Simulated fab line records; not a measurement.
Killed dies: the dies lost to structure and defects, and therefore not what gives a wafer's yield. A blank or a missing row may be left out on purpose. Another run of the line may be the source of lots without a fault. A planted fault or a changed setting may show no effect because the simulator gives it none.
fab line records	flow rit-cmos
record: lots: 6	wafers: 18	last-day: 6
route steps=202 shown CONTACT@168 M1@202
lots untouched by any fault: they come from a run of this same line in which no faults occurred
start-h: the number of hours between the record's first day and the start of the first shown wafer of the lot	wait-h: how many hours have passed since the lot's step before this one	" identical to the entry in the row above	L1.1+2: a row that stands for several wafers	- either no value or no given start	* or withheld: withheld	< > ~ a bound
route shown NAME@n: a module of which the file shows steps, and the number in the route of the first	usual: mean/standard deviation taken from wafers without a fault	same: alike in all rows	chamber/n: place in a boat	sites: the reading at each site	_std_site: how widely they spread, as a standard deviation	_edge_site: the outer-site mean with the inner-site mean subtracted	radius-mm: for every site, how far away it sits from the centre of the wafer	mask NAME#n: copy n	behind: the last tool/chamber to shape the wafer	hold: reason for holding the lot/hours on hold/outcome of the hold	device: the n, p or np transistor that did not switch	end of line: the tests these same wafers got at the end of their route	a step given without rows: its recipe and nothing more	killed: dies lost to structure and defects at the first sort, not the wafer's yield	map: per-die view of a wafer (x killed, . not killed, _ where there is no die)
set.NAME: the setting that was run; set.NAME@STEP: the one run at that earlier step	model.NAME: the simulator's own value behind a step, which no gauge read
certain route steps with their lots: each step a table, each wafer a row
services: when a tool's chamber went out of use (start-h, in hours from the record's first day, below 0 if earlier), for how many hours, and the reason
== steps ==
step: RIT_CONTACT_CVD_00
recipe: material: SiO2	target-thk-nm: 400	precursor: TEOS	temp-c: 390	time-s: 63.28	rf-w: 400
usual: heater-power-w: 319/50
lot.wafer	tool	chamber	start-h	wait-h	heater-power-w
L528.3	pecvd-04	0	60.27	0.0	408
L528.4	"	0	"	"	410
L528.5	"	2	"	"	311
L529.2	pecvd-02	2	65.34	0.0	312
L529.4	"	2	"	"	331
L529.6	"	0	"	"	286
L534.1	pecvd-04	2	92.13	0.1	425
L534.5	"	1	"	"	251
L534.6	"	2	"	"	425
L538.1	pecvd-02	0	113.29	0.1	246
L538.2	"	1	"	"	316
L538.6	"	0	"	"	280
L540.3	pecvd-04	0	120.98	0.0	418
L540.4	"	1	"	"	295
L540.5	"	0	"	"	311
L542.1	pecvd-01	0	131.25	0.1	255
L542.4	"	1	"	"	362
L542.6	"	1	"	"	359
step: RIT_CONTACT_THK_MEAS_01
recipe: reads: SiO2_of_CONTACT_CVD_00
usual: CONTACT_TEOS_THK: 416/5.5
lot.wafer	tool	chamber	start-h	wait-h	CONTACT_TEOS_THK[nm]
L528.3	film-metro-04	-	60.35	0.0	409
L528.4	"	-	"	"	413
L528.5	"	-	"	"	412
L529.2	film-metro-01	-	65.40	0.0	420
L529.4	"	-	"	"	426
L529.6	"	-	"	"	425
L534.1	film-metro-04	-	92.18	0.0	409
L534.5	"	-	"	"	425
L534.6	"	-	"	"	418
L538.1	film-metro-03	-	113.37	0.1	415
L538.2	"	-	"	"	410
L538.6	"	-	"	"	419
L540.3	film-metro-04	-	121.05	0.0	417
L540.4	"	-	"	"	425
L540.5	"	-	"	"	427
L542.1	film-metro-03	-	131.33	0.1	410
L542.4	"	-	"	"	414
L542.6	"	-	"	"	414
step: RIT_CONTACT_HMDS_02
recipe: prime-time-s: 60	prime-temp-c: 140
step: RIT_CONTACT_COAT_03
recipe: resist: NOVOLAK	spin-rpm: 3250	resist-thk-nm: 1000
step: RIT_CONTACT_SOFTBAKE_04
recipe: resist: NOVOLAK	temp-c: 90	time-s: 60
step: RIT_CONTACT_EXPOSE_05
recipe: mask-id: M11	na: 0.6	source-shape: conventional	sigma-outer: 0.5	target-cd-nm: 1000	dose-mj: 248.4
step: RIT_CONTACT_PEB_06
recipe: resist: NOVOLAK	temp-c: withheld	time-s: withheld
step: RIT_CONTACT_DEVELOP_07
recipe: resist: NOVOLAK	develop-time-s: 120	dev-temp-c: 23
step: RIT_CONTACT_CD_MEAS_08
recipe: target-cd-nm: 1000
usual: cd-nm: 1000.4/1.9
lot.wafer	tool	chamber	start-h	wait-h	cd-nm
L528.3	cd-sem-01	-	61.52	-	1000.2
L528.4	"	-	"	"	1001.7
L528.5	"	-	"	"	1000.1
L529.2	cd-sem-01	-	66.56	-	1001.5
L529.4	"	-	"	"	999.5
L529.6	"	-	"	"	999.5
L534.1	cd-sem-01	-	93.34	-	1001.6
L534.5	"	-	"	"	1002.3
L534.6	"	-	"	"	1000.2
L538.1	cd-sem-02	-	114.40	-	997.6
L538.2	"	-	"	"	998.1
L538.6	"	-	"	"	999.9
L540.3	cd-sem-02	-	122.23	-	999.7
L540.4	"	-	"	"	1001.3
L540.5	"	-	"	"	1002.3
L542.1	cd-sem-02	-	132.48	-	997.7
L542.4	"	-	"	"	998.7
L542.6	"	-	"	"	997.1
step: RIT_CONTACT_OVL_MEAS_09
usual: CONTACT_OVL: 0.5/1.4
lot.wafer	tool	chamber	start-h	wait-h	CONTACT_OVL[nm]
L528.3	overlay-01	-	61.61	0.1	-2.8
L528.4	"	-	"	"	0.7
L528.5	"	-	"	"	-1.0
L529.2	overlay-02	-	66.67	0.1	1.2
L529.4	"	-	"	"	-0.3
L529.6	"	-	"	"	0.0
L534.1	overlay-02	-	93.46	0.1	-0.5
L534.5	"	-	"	"	-0.8
L534.6	"	-	"	"	-0.3
L538.1	overlay-01	-	114.52	0.1	2.8
L538.2	"	-	"	"	0.7
L538.6	"	-	"	"	2.4
L540.3	overlay-02	-	122.32	0.1	0.7
L540.4	"	-	"	"	0.5
L540.5	"	-	"	"	-1.5
L542.1	overlay-02	-	132.60	0.1	0.6
L542.4	"	-	"	"	0.2
L542.6	"	-	"	"	1.7
step: RIT_CONTACT_HARDBAKE_10
recipe: resist: NOVOLAK	temp-c: 140	time-s: 60
step: RIT_CONTACT_ETCH_11
recipe: target-depth-a: 4800	over-etch-frac: 0.2	stop-on: TiSi2	chemistry: CHF3/CF4/Ar	target: SiO2	CHF3_flow_sccm: 50	cf4-flow-sccm: 10	Ar_flow_sccm: 100	O2_flow_sccm: 5	pressure-mtorr: 100	rf-w: 200	time-s: 320
usual: chamber-pressure-mTorr: 99.99/0.092	drypump-motor-current-A: 6.0/0.46	oes-product-au: 0.990/0.017	throttle-valve-pct: 8.93/0.08
lot.wafer	tool	chamber	start-h	wait-h	chamber-pressure-mTorr	drypump-motor-current-A	oes-product-au	rf-hours-counter-h	throttle-valve-pct
L528.3	rie-diel-01	1	61.78	0.1	99.96	6.4	0.996	3	8.79
L528.4	"	2	"	"	99.84	5.7	0.992	95	8.94
L528.5	"	3	"	"	99.86	5.5	0.975	-	9.03
L529.2	rie-diel-03	1	66.85	0.1	100.13	5.9	0.974	93	8.85
L529.4	"	0	"	"	100.12	5.8	1.011	30	8.90
L529.6	"	1	"	"	99.97	5.9	0.977	-	8.89
L534.1	rie-diel-02	3	93.64	0.1	99.94	5.3	0.971	27	8.94
L534.5	"	2	"	"	99.93	6.2	1.005	-	8.98
L534.6	"	1	"	"	99.97	6.8	0.983	-	8.90
L538.1	rie-diel-03	2	114.70	0.1	100.11	6.1	0.983	8	8.88
L538.2	"	3	"	"	100.16	6.7	0.996	10	9.09
L538.6	"	0	"	"	100.01	5.9	1.003	-	8.90
L540.3	rie-diel-02	2	122.50	0.1	100.13	6.2	1.009	100	8.98
L540.4	"	3	"	"	99.81	5.2	0.961	-	8.95
L540.5	"	0	"	"	99.96	5.6	1.011	-	8.91
L542.1	rie-diel-01	0	132.79	0.1	99.81	5.6	0.988	48	8.93
L542.4	"	3	"	"	100.02	5.4	0.977	0	9.06
L542.6	"	2	"	"	99.96	5.7	0.998	-	8.94
step: RIT_CONTACT_STRIP_12
recipe: chemistry: O2	time-s: 180	resist: NOVOLAK	platen-temp-c: withheld	power-w: 500	pressure-mtorr: 4000	o2-flow-sccm: 4000
usual: chamber-pressure-mTorr: 4000/3.6	drypump-motor-current-A: 5.5/0.5	rf-refl-power-W: 6.5/1.5	run-length-s: 208.1/0.35
lot.wafer	tool	chamber	start-h	wait-h	chamber-pressure-mTorr	drypump-motor-current-A	rf-hours-counter-h	rf-refl-power-W	run-length-s
L528.3	plasma-asher-02	1	62.04	0.2	4002	4.8	-	7.7	208.4
L528.4	"	0	"	"	4000	5.4	-	4.6	208.1
L528.5	"	1	"	"	3993	4.8	-	7.5	208.0
L529.2	plasma-asher-01	0	67.04	0.1	4001	6.3	44	5.7	207.6
L529.4	"	1	"	"	4006	5.2	-	5.5	208.2
L529.6	"	1	"	"	4004	5.2	-	5.5	208.2
L534.1	plasma-asher-01	1	93.84	0.1	3998	5.2	46	5.7	233.1
L534.5	"	0	"	"	3997	6.3	-	5.6	207.7
L534.6	"	1	"	"	4001	5.2	-	5.6	232.4
L538.1	plasma-asher-01	0	114.90	0.1	4001	6.3	48	5.7	207.6
L538.2	"	1	"	"	3997	5.2	48	5.7	232.6
L538.6	"	0	"	"	3998	6.3	-	5.7	207.6
L540.3	plasma-asher-02	1	122.75	0.2	3998	4.8	-	7.8	208.1
L540.4	"	0	"	"	4000	5.4	-	4.6	207.6
L540.5	"	1	"	"	3997	4.8	-	8.0	208.1
L542.1	plasma-asher-02	1	132.98	0.1	3997	4.8	34	7.9	208.1
L542.4	"	1	"	"	4007	4.8	-	7.7	208.3
L542.6	"	1	"	"	4008	4.8	-	7.8	208.2
step: RIT_CONTACT_CD_MEAS_90
recipe: target-cd-nm: 1000
usual: cd-nm: 1000.3/1.9
lot.wafer	tool	chamber	start-h	wait-h	cd-nm
L528.3	cd-sem-01	-	62.19	0.1	1001.2
L528.4	"	-	"	"	1001.3
L528.5	"	-	"	"	999.9
L529.2	cd-sem-02	-	67.24	0.1	1000.6
L529.4	"	-	"	"	999.7
L529.6	"	-	"	"	999.4
L534.1	cd-sem-01	-	94.01	0.1	1001.9
L534.5	"	-	"	"	1002.1
L534.6	"	-	"	"	999.7
L538.1	cd-sem-02	-	115.07	0.1	997.5
L538.2	"	-	"	"	998.3
L538.6	"	-	"	"	999.8
L540.3	cd-sem-02	-	122.91	0.1	999.9
L540.4	"	-	"	"	1001.0
L540.5	"	-	"	"	1002.2
L542.1	cd-sem-01	-	133.16	0.1	998.0
L542.4	"	-	"	"	998.9
L542.6	"	-	"	"	996.5
step: RIT_M1_PROBE_99
usual: killed_at_M0_to_M3: 0.0/0.12	killed-at-contacts: 0.1/0.35	killed-at-front-end: 6.6/2.7	killed-dies: 6.7/2.8	killed-open: 3.4/2.1	killed-short: 3.3/1.8
same: gross-dies: 264	killed_at_M4_up: 0	killed-at-back-side: 0	killed-at-other: 0
lot.wafer	tool	chamber	start-h	wait-h	killed_at_M0_to_M3	killed-at-contacts	killed-at-front-end	killed-dies	killed-open	killed-short
L528.3	prober-02	-	66.74	0.2	0	1	8	9	5	4
L528.4	prober-02	-	66.79	0.2	0	0	7	7	1	6
L528.5	prober-02	-	66.84	0.2	0	0	10	10	4	6
L529.2	prober-01	-	71.89	0.1	0	0	3	3	2	1
L529.4	prober-01	-	71.99	0.2	0	0	3	3	0	3
L529.6	prober-01	-	72.09	0.2	0	0	2	2	0	2
L534.1	prober-02	-	98.68	0.1	0	0	8	8	4	4
L534.5	prober-02	-	98.88	0.2	0	0	5	5	2	3
L534.6	prober-02	-	98.93	0.2	0	0	3	3	2	1
L538.1	prober-02	-	120.05	0.1	0	0	9	9	4	5
L538.2	prober-02	-	120.10	0.1	0	0	4	4	3	1
L538.6	prober-02	-	120.30	0.2	1	0	10	11	2	9
L540.3	prober-02	-	128.77	0.2	0	0	5	5	1	4
L540.4	prober-02	-	128.82	0.2	0	0	9	9	5	4
L540.5	prober-02	-	128.87	0.2	0	0	3	3	3	0
L542.1	prober-02	-	137.64	0.1	0	0	9	9	4	5
L542.4	prober-02	-	137.79	0.2	0	0	5	5	3	2
L542.6	prober-02	-	137.89	0.2	0	0	5	5	0	3
killed by level:class
L528.3 GATE:geometric-particle:short=4 ACTIVE:geometric-particle:open=1 FOX1:geometric-particle:open=1 FOX2:geometric-particle:open=1 CONTACT:geometric-particle:open=1 SILICIDE:geometric-particle:open=1
L528.4 GATE:geometric-particle:short=3 FOX1:geometric-particle:short=2 FOX1:geometric-particle:open=1 SPACER:geometric-particle:short=1
L528.5 FOX1:geometric-particle:open=3 GATE:geometric-particle:short=3 REOX:geometric-particle:short=2 FOX1:geometric-particle:short=1 GATE:geometric-particle:open=1
L529.2 FOX2:geometric-particle:short=1 GATE:geometric-particle:open=1 SILICIDE:geometric-particle:open=1
L529.4 FOX1:geometric-particle:short=1 FOX2:geometric-particle:short=1 GATE:geometric-particle:short=1
L529.6 FOX2:geometric-particle:short=1 SPACER:geometric-particle:short=1
L534.1 SPACER:geometric-particle:short=2 FOX1:geometric-particle:open=1 FOX2:geometric-particle:short=1 GATE:geometric-particle:open=1 REOX:geometric-particle:open=1 SPACER:geometric-particle:open=1 SILICIDE:geometric-particle:short=1
L534.5 FOX1:geometric-particle:open=1 FOX1:geometric-particle:short=1 GATE:geometric-particle:short=1 SPACER:geometric-particle:open=1 SILICIDE:geometric-particle:short=1
L534.6 FOX1:geometric-particle:open=1 REOX:geometric-particle:short=1 REOX:geometric-particle:open=1
L538.1 GATE:geometric-particle:short=3 GATE:geometric-particle:open=2 FOX1:geometric-particle:open=1 FOX1:geometric-particle:short=1 FOX2:geometric-particle:open=1 SILICIDE:geometric-particle:short=1
L538.2 SPACER:geometric-particle:open=2 GATE:geometric-particle:open=1 SILICIDE:geometric-particle:short=1
L538.6 GATE:geometric-particle:short=4 SILICIDE:geometric-particle:short=2 ACTIVE:geometric-particle:short=1 GATE:geometric-particle:open=1 SPACER:geometric-particle:open=1 SPACER:geometric-particle:short=1 M1:geometric-particle:short=1
L540.3 GATE:geometric-particle:short=3 FOX1:geometric-particle:short=1 SPACER:geometric-particle:open=1
L540.4 FOX1:geometric-particle:short=2 REOX:geometric-particle:open=2 FOX1:geometric-particle:open=1 GATE:geometric-particle:short=1 REOX:geometric-particle:short=1 SPACER:geometric-particle:open=1 SILICIDE:geometric-particle:open=1
L540.5 GATE:geometric-particle:open=2 FOX1:geometric-particle:open=1
L542.1 FOX1:geometric-particle:short=3 GATE:geometric-particle:short=2 SILICIDE:geometric-particle:open=2 GATE:geometric-particle:open=1 SPACER:geometric-particle:open=1
L542.4 FOX1:geometric-particle:open=2 ACTIVE:geometric-particle:short=1 FOX1:geometric-particle:short=1 FOX2:geometric-particle:open=1
L542.6 GATE:geometric-particle:short=2 NRETRO:coat-microbubble-printed=2 SPACER:geometric-particle:short=1
== services ==
tool	chamber	start-h	hours	kind
rie-diel-01	3	38.81	5.4	repair
rie-diel-03	2	44.80	6.3	repair
rie-diel-02	1	57.73	4.4	repair
pecvd-01	-	59.08	1.0	repair
pecvd-02	-	73.81	1.2	repair
rie-diel-03	2	85.79	8.8	repair
rie-diel-01	3	88.32	21.9	repair
plasma-asher-01	-	102.22	7.6	repair
pecvd-02	2	108.58	6.1	repair
rie-diel-01	3	110.20	-	clean
rie-diel-01	3	110.20	16.6	scheduled-down
rie-diel-01	3	110.20	16.6	vent-cycle
pecvd-04	1	113.40	3.5	repair
pecvd-04	-	117.24	0.8	repair
rie-diel-02	1	120.70	6.3	repair
pecvd-01	2	130.55	7.8	repair
== key ==
first-sign: step: RIT_CONTACT_STRIP_12	reading: run-length-s	direction: up	sigmas: 70	usual: *	struck: *
effect none on later readings
met-at RIT_CONTACT_STRIP_12
struck-wafers L534.1,L534.6,L538.2
tester-left-out L534,L538
onset-between 67.04 93.84
fault: kind: process-parameter-drift	tool: plasma-asher-01	chamber: 1	onset-h: 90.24	steps: RIT_CONTACT_STRIP_12	channel: time-s	offset: *	shape: step	end-h: 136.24	acts-in: *	stated: *
tester-left-out: of these lots the tester's yield and bins aren't shown, on N5 and GAA mostly nor the transistor test; their killed dies are dies lost to structure and defects alone, not to doping, threshold or leakage, so they don't give the yield
